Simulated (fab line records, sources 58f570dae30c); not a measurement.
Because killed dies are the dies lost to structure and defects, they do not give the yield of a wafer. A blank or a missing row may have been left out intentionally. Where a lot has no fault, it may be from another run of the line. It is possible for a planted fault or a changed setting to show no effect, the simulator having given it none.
Lot-split experiment | flow berkeleyCmos170 | 18 wafers read across 5 lots, on a route 331 steps long

THE SPLIT ITSELF
At UCB170_NWELL_IMPLANT_14, the setting doseCm2 was moved away from the recipe's 1e+13 on 5 of the 18 wafers read, by -4.2% to +5.6%. The other wafers ran this setting at the recipe's value.

FROM THE SPLIT TO THE READING: what the file shows between them, 24 steps
- UCB170_PWELL_COAT_08: resist thk 900 nm (also split here: resistThkNm)
- UCB170_PWELL_SOFTBAKE_09: time 60 s
- UCB170_PWELL_EXPOSE_10: exposes mask PWELL, target cd 3000 nm
- UCB170_PWELL_DEVELOP_12: develop time 45 s
- UCB170_PWELL_ETCH_14: etches Si3N4 in CH3F/Ar/O2, stops on SiO2, target depth 242 nm, time 151 s
- UCB170_PWELL_IMPLANT_15 (also split here: energyKev)
- UCB170_PWELL_STRIP_16: strips in O2
- UCB170_WELLDRIVE_OXIDATION_01: target thk 199 nm, ox time 9000 s (also split here: tempC)
- UCB170_WELLDRIVE_THK_MEAS_02
- UCB170_ACTIVE_COAT_08: resist thk 900 nm (also split here: spinRpm)
- UCB170_ACTIVE_SOFTBAKE_09: time 60 s
- UCB170_ACTIVE_EXPOSE_10: exposes mask ACTIVE, target cd 1200 nm
- UCB170_ACTIVE_ETCH_15: etches Si3N4 in CH3F/Ar/O2, stops on SiO2, target depth 242 nm, time 151 s
- UCB170_ACTIVE_STRIP_16: strips in O2
- UCB170_PVT_IMPLANT_07 (also split here: energyKev)
- UCB170_PVT_STRIP_08: strips in O2
- UCB170_PVT_TW_MEAS_09
- UCB170_SPACER_CVD_00: deposits SiO2 from TEOS/O2, target thk 376 nm, time 47 s (also split here: rfW)
- UCB170_SPACER_ANNEAL_02: time 1800 s
- UCB170_SPACER_ETCHBACK_03: etches SiO2 in CHF3/CF4/Ar, stops on Si, target depth 376 nm, time 100 s
- UCB170_PSD_EXPOSE_03: exposes mask PSELECT MOD, target cd 1200 nm (also split here: doseMj)
- UCB170_PSD_PEB_04
- UCB170_PSD_DEVELOP_05: develop time 45 s
- UCB170_PSD_CD_MEAS_06: target cd 1200 nm

THE READING
etest.nwell.rsOhmSq (the simulator's own value, which no gauge read), at UCB170_M3_PROBE_99. The file gives no usual value for it. The 13 wafers here that ran the recipe average 859.2, standard deviation 37.

wafer  | tool, chamber at the split | doseCm2 as run | against the recipe | etest.nwell.rsOhmSq | against lot-mates on the recipe
L074.2 | implanter-03, 0            | 9.584e+12      | -4.2%              | 944.8               | +33.5
L074.3 | implanter-03, 0            | 9.584e+12      | -4.2%              | 943.6               | +32.3
L074.4 | implanter-03, 0            | 1e+13          | recipe             | 905.9               | -
L074.5 | implanter-03, 0            | 1e+13          | recipe             | 911.2               | -
L074.6 | implanter-03, 0            | 1e+13          | recipe             | 916.7               | -
L075.1 | implanter-02, 0            | 1e+13          | recipe             | 819.1               | -
L075.2 | implanter-02, 0            | 1e+13          | recipe             | 824.7               | -
L075.4 | implanter-02, 0            | 1e+13          | recipe             | 815.7               | -
L075.5 | implanter-02, 0            | 1e+13          | recipe             | 817.3               | -
L077.2 | implanter-02, 0            | 1.024e+13      | +2.4%              | 823.5               | -7.9
L077.4 | implanter-02, 0            | 1e+13          | recipe             | 834.2               | -
L077.5 | implanter-02, 0            | 1.024e+13      | +2.4%              | 810.9               | -20.5
L077.6 | implanter-02, 0            | 1e+13          | recipe             | 828.6               | -
L081.3 | implanter-03, 0            | 1.056e+13      | +5.6%              | 867.7               | -28.8
L081.5 | implanter-03, 0            | 1e+13          | recipe             | 896.5               | -
L082.1 | implanter-04, 0            | 1e+13          | recipe             | 868.2               | -
L082.2 | implanter-04, 0            | 1e+13          | recipe             | 861.1               | -
L082.5 | implanter-04, 0            | 1e+13          | recipe             | 870.7               | -

THE FIT
A straight line over all 18 wafers: etest.nwell.rsOhmSq changes by -11.3 for each +1% of doseCm2; r = -0.53; the points scatter about the line by 40.
The same after taking each lot's own level away (the mean of its wafers on the recipe; 18 wafers): -6.53 for each +1%; r = -0.95; scatter 4.7.
That fit puts the effect of the largest move of doseCm2 on the reading at 37.
The lots' own levels span 819.20 to 911.27, that is 2.5 times the standard deviation above.
So the lot-to-lot level blurs the effect unless lot-mates are compared.
Check: with one of the wafers moved furthest among these (+5.6%) left out of the fit, the line predicts -40.6 for it against its lot-mates. Against them it came out at -28.8.

FURTHER SPLITS ON THESE WAFERS
Other splits were also applied to these wafers ahead of the reading. Each is held against what the fit with the lots' levels taken away leaves over:
other split on the same wafers      | wafers away from the commonest value | r with etest.nwell.rsOhmSq (lot level and that fit taken away)
UCB170_ZERO_ETCH_06 overEtchFrac    | 7                                    | +0.12
UCB170_PWELL_COAT_08 resistThkNm    | 4                                    | -0.23
UCB170_PWELL_IMPLANT_15 energyKev   | 8                                    | +0.47
UCB170_WELLDRIVE_OXIDATION_01 tempC | 13                                   | -0.25
UCB170_ACTIVE_COAT_08 spinRpm       | 6                                    | -0.19
UCB170_PVT_IMPLANT_07 energyKev     | 9                                    | -0.20
UCB170_SPACER_CVD_00 rfW            | 6                                    | -0.05
UCB170_PSD_EXPOSE_03 doseMj         | 7                                    | -0.08

THE WHOLE CHAIN: every reading that the file lists as answering this split, in the file's order
step               | what it does | reading                                                                | change (the file's fit)           | r (the file's)
UCB170_M3_PROBE_99 |              | etest.nwell.lineOhmUm (the simulator's own value, which no gauge read) | -3.33 for each +1% of the setting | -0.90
UCB170_M3_PROBE_99 |              | etest.nwell.rsOhmSq (the simulator's own value, which no gauge read)   | -6.62 for each +1% of the setting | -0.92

THE FILE'S OWN FIT
etest.nwell.rsOhmSq changes by -6.62 for each +1% of doseCm2, r = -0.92.
